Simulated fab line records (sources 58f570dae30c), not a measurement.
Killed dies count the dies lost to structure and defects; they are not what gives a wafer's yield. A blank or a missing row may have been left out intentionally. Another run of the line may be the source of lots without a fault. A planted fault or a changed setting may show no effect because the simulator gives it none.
What tool caused it? | flow berkeley_cmos170 | 21 wafers sampled from 7 lots at 1 step of a route of 331

## WHAT THE GAUGES SHOWED, per wafer
UCB170_PSD_CD_MEAS_06 targets a cd of 1200 nm.
lot  | measured     | on        | cd_nm (nm)
L998 | day 6 19:22  | cd_sem-01 | 1198.7 1198.7 1199.0
L101 | day 7 03:33  | cd_sem-02 | 1200.6 1199.5 1201.3
L102 | day 7 22:09  | cd_sem-02 | 1199.1 1200.6 1200.4
L106 | day 8 12:58  | cd_sem-01 | 1201.3 1202.0 1200.4
L105 | day 8 13:30  | cd_sem-01 | 1198.2 1198.9 1199.2
L115 | day 10 12:55 | cd_sem-01 | 1199.0 1198.1 1198.2
L117 | day 11 01:16 | cd_sem-02 | 1200.9 1202.0 1200.8

## WHAT TOOL EACH LOT RAN ON (gives the tool, then ch and the chambers of the sampled wafers, and finally the start)
Before these readings, the record contains no process step.

## THE ANSWER, worked out from the rows above alone
Rule: usual is defined by the lots themselves. The widest of any qualifying gaps counts: lots, ordered by their means at a reading, are off when they make up no more than a third of the lots, leave a main group of 4 or more, and stand apart from it by 3 or more times the standard deviation of that group's means. If all means in a main group match to the digits the tables above print for the reading, that group is not used. Also off: a lot with no number at a reading for which 4 or more lots have one. Where the step has rows for the other lots, those lots are counted as sound.
Across all readings shown, no lot is off: no conclusion can be drawn from this.

## WHAT HAD BEEN PUT IN BY THE SIMULATOR
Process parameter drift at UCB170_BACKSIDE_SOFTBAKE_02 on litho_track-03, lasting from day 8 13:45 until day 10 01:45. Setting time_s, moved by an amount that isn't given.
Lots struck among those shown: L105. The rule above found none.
